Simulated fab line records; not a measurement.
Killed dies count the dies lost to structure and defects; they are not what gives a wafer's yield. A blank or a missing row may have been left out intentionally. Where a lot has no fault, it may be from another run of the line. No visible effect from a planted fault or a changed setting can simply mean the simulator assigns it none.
fab line records    flow berkeley_cmos170
record lots=5  wafers=23
route steps=331 shown V1@268 V2@292 M3@319
start_h: start of the lot's first displayed wafer, in hours after the record's first day    wait_h: hours from the lot's prior step to this one    " the same as in the row above    L1.1+2: a single row standing in for several wafers    - no value present, or no start provided    * or withheld: withheld    < > ~ a bound
route shown NAME@n: a module of which the file shows steps, and the number in the route of the first    usual: mean/standard deviation taken from wafers without a fault    same: alike in all rows    chamber/n: place in a boat    sites: per-site readings    _std_site: standard deviation across them    _edge_site: mean of outer sites minus mean of inner sites    radius_mm: for every site, how far away it sits from the centre of the wafer    mask NAME#n: copy n    behind: the last tool/chamber to shape the wafer    hold: why the lot was held/for how many hours/how that ended    device: the n, p or np transistor that did not switch    end of line: the same wafers' tests at the end of the route    where a step has no rows: the recipe by itself    killed: dies that structure and defects cost at the first sort, which is not the same as the wafer's yield    map: a wafer's dies, x killed, . not, _ none there
set.NAME: the setting the step ran with; set.NAME@STEP: the setting that earlier step ran with    model.NAME: the simulator's own value behind a step, which no gauge read
lots whose settings were changed on purpose; a table a step, a row a wafer
## steps
# step UCB170_V1_ETCH_14
# recipe chemistry=CHF3/CF4/Ar  target=SiO2  stop_on=Al  CHF3_flow_sccm=45  cf4_flow_sccm=15  Ar_flow_sccm=150  pressure_mtorr=200  rf_w=700  target_depth_a=12500  over_etch_frac=0.25  time_s=291
lot.wafer  tool         chamber  start_h  wait_h  set.time_s  model.KrF_of_V1_COAT_07.thk_nm
L076.1     rie_diel-03  1        173.77   0.0     257.5       652
L076.2     "            3        "        "       257.5       644
L076.3     "            2        "        "       291         603.1
L076.4     "            0        "        "       291         608.6
L076.5     "            3        "        "       257.5       645.1
L080.2     rie_diel-03  2        186.88   0.0     291         601.1
L080.3     "            1        "        "       291         615.1
L080.6     "            1        "        "       291         615
L081.1     rie_diel-03  1        197.91   0.0     260.9       647.4
L081.3     "            0        "        "       260.9       640
L081.4     "            2        "        "       291         608.8
L081.5     "            2        "        "       260.9       633.1
L081.6     "            3        "        "       291         611.9
L085.1     rie_diel-04  0        205.78   0.0     329.6       586.6
L085.2     "            2        "        "       291         618.5
L085.3     "            1        "        "       291         610.8
L085.4     "            3        "        "       329.6       577.3
L085.6     "            3        "        "       329.6       580
L084.1     rie_diel-04  2        210.82   0.0     291         610.5
L084.2     "            1        "        "       332         569.6
L084.3     "            0        "        "       332         578.2
L084.4     "            1        "        "       291         609.1
L084.6     "            0        "        "       291         614.4
# step UCB170_V1_STRIP_15
# recipe chemistry=O2  power_w=400  pressure_mtorr=3500  platen_temp_c=withheld  o2_flow_sccm=400  overash_fraction=0.5
# usual strip_time_to_endpoint_s=15.32/0.15
lot.wafer  tool             chamber  start_h  wait_h  set.time_s@V1_ETCH_14  strip_time_to_endpoint_s
L076.1     plasma_asher-02  1        173.94   0.1     257.5                  16.23
L076.2     "                0        "        "       257.5                  16.04
L076.3     "                1        "        "       291                    15.14
L076.4     "                0        "        "       291                    15.28
L076.5     "                0        "        "       257.5                  16.07
L080.2     plasma_asher-01  1        187.05   0.1     291                    15.09
L080.3     "                1        "        "       291                    15.44
L080.6     "                1        "        "       291                    15.41
L081.1     plasma_asher-04  0        198.09   0.1     260.9                  16.12
L081.3     "                0        "        "       260.9                  15.94
L081.4     "                1        "        "       291                    15.27
L081.5     "                1        "        "       260.9                  15.86
L081.6     "                0        "        "       291                    15.36
L085.1     plasma_asher-01  1        205.96   0.1     329.6                  14.75
L085.2     "                0        "        "       291                    15.51
L085.3     "                1        "        "       291                    15.33
L085.4     "                0        "        "       329.6                  14.56
L085.6     "                1        "        "       329.6                  14.62
L084.1     plasma_asher-02  1        211.00   0.1     291                    15.30
L084.2     "                0        "        "       332                    14.37
L084.3     "                1        "        "       332                    14.55
L084.4     "                0        "        "       291                    15.29
L084.6     "                1        "        "       291                    15.42
# step UCB170_V2_CVD_00
# recipe material=SiO2  target_thk_nm=2000  temp_c=390  precursor=TEOS/O2  time_s=250  rf_w=550  pressure_mtorr=9000
lot.wafer  tool      chamber  start_h  wait_h  set.time_s  model.SiO2_of_V2_CVD_00.thk_nm
L076.1     pecvd-01  2        180.03   0.1     238.1       1880
L076.2     "         0        "        "       238.1       1907
L076.3     "         1        "        "       250         1973
L076.4     "         1        "        "       238.1       1896
L076.5     "         0        "        "       250         2036
L080.2     pecvd-04  0        190.28   0.1     250         1973
L080.3     "         1        "        "       250         1985
L080.6     "         1        "        "       250         2030
L081.1+4   pecvd-04  0,2      201.26   0.1     250         1998
L081.3     "         1        "        "       262.1       2105
L081.5     "         0        "        "       250         1997
L081.6     "         1        "        "       262.1       2128
L085.1     pecvd-01  1        209.49   0.1     250         1968
L085.2     "         2        "        "       250         1971
L085.3     "         0        "        "       274.4       2159
L085.4     "         2        "        "       274.4       2171
L085.6     "         0        "        "       250         1990
L084.1     pecvd-04  0        214.38   0.1     280.4       2253
L084.2     "         2        "        "       250         1985
L084.3     "         1        "        "       250         2016
L084.4     "         2        "        "       280.4       2263
L084.6     "         0        "        "       250         2042
# step UCB170_V2_THK_MEAS_01
# recipe reads=SiO2_of_V2_CVD_00
# usual V2_TEOS_THK=2003/25
lot.wafer  tool           chamber  start_h  wait_h  set.time_s@V2_CVD_00  V2_TEOS_THK[nm]
L076.1     film_metro-02  -        180.19   0.1     238.1                 1878
L076.2     "              -        "        "       238.1                 1908
L076.3     "              -        "        "       250                   1973
L076.4     "              -        "        "       238.1                 1895
L076.5     "              -        "        "       250                   2037
L080.2     film_metro-03  -        190.45   0.1     250                   1972
L080.3     "              -        "        "       250                   1987
L080.6     "              -        "        "       250                   2029
L081.1     film_metro-02  -        201.41   0.1     250                   1997
L081.3     "              -        "        "       262.1                 2105
L081.4     "              -        "        "       250                   1998
L081.5     "              -        "        "       250                   1996
L081.6     "              -        "        "       262.1                 2128
L085.1     film_metro-01  -        209.65   0.1     250                   1969
L085.2     "              -        "        "       250                   1972
L085.3     "              -        "        "       274.4                 2160
L085.4     "              -        "        "       274.4                 2171
L085.6     "              -        "        "       250                   1990
L084.1     film_metro-01  -        214.53   0.1     280.4                 2253
L084.2     "              -        "        "       250                   1985
L084.3     "              -        "        "       250                   2016
L084.4     "              -        "        "       280.4                 2263
L084.6     "              -        "        "       250                   2043
# step UCB170_M3_COAT_10
# recipe resist=KrF  spin_rpm=1500  resist_thk_nm=900
lot.wafer  tool            chamber  start_h  wait_h  set.resist_thk_nm  model.KrF_of_M3_COAT_10.thk_nm
L076.1     litho_track-04  0        -        -       880.6              883.2
L076.2+4   "               0        "        "       900                902.3
L076.3     "               0        "        "       880.6              882.8
L076.5     "               0        "        "       880.6              883.4
L080.2     litho_track-01  0        -        -       900                903.6
L080.3     "               0        "        "       900                903.8
L080.6     "               0        "        "       900                905.5
L081.1+6   litho_track-03  0        -        -       883.8              887.8
L081.3     "               0        "        "       900                901.7
L081.4     "               0        "        "       900                903.9
L081.5     "               0        "        "       900                905.6
L085.1     litho_track-04  0        -        -       900                905.7
L085.2     "               0        "        "       929.9              936.4
L085.3     "               0        "        "       929.9              931.6
L085.4     "               0        "        "       929.9              933.9
L085.6     "               0        "        "       900                904.1
L084.1     litho_track-03  0        -        -       900                903.1
L084.2     "               0        "        "       900                902.1
L084.3     "               0        "        "       900                900.5
L084.4     "               0        "        "       900                905.8
L084.6     "               0        "        "       900                903.6
## key
split step=UCB170_V1_ETCH_14  setting=time_s  stated=291  by=wafer
response step=UCB170_V1_ETCH_14  reading=model.KrF_of_V1_COAT_07.thk_nm  change=-2.85  per=1%  r=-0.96
response step=UCB170_V1_STRIP_15  reading=strip_time_to_endpoint_s  change=*  per=1%  r=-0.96
split step=UCB170_V2_CVD_00  setting=time_s  stated=250  by=wafer
response step=UCB170_V2_CVD_00  reading=model.SiO2_of_V2_CVD_00.thk_nm  change=+20.4  per=1%  r=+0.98
response step=UCB170_V2_THK_MEAS_01  reading=V2_TEOS_THK  change=+20.4  per=1%  r=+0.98
split step=UCB170_M3_COAT_10  setting=resist_thk_nm  stated=900  by=wafer
response step=UCB170_M3_COAT_10  reading=model.KrF_of_M3_COAT_10.thk_nm  change=+8.81  per=1%  r=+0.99
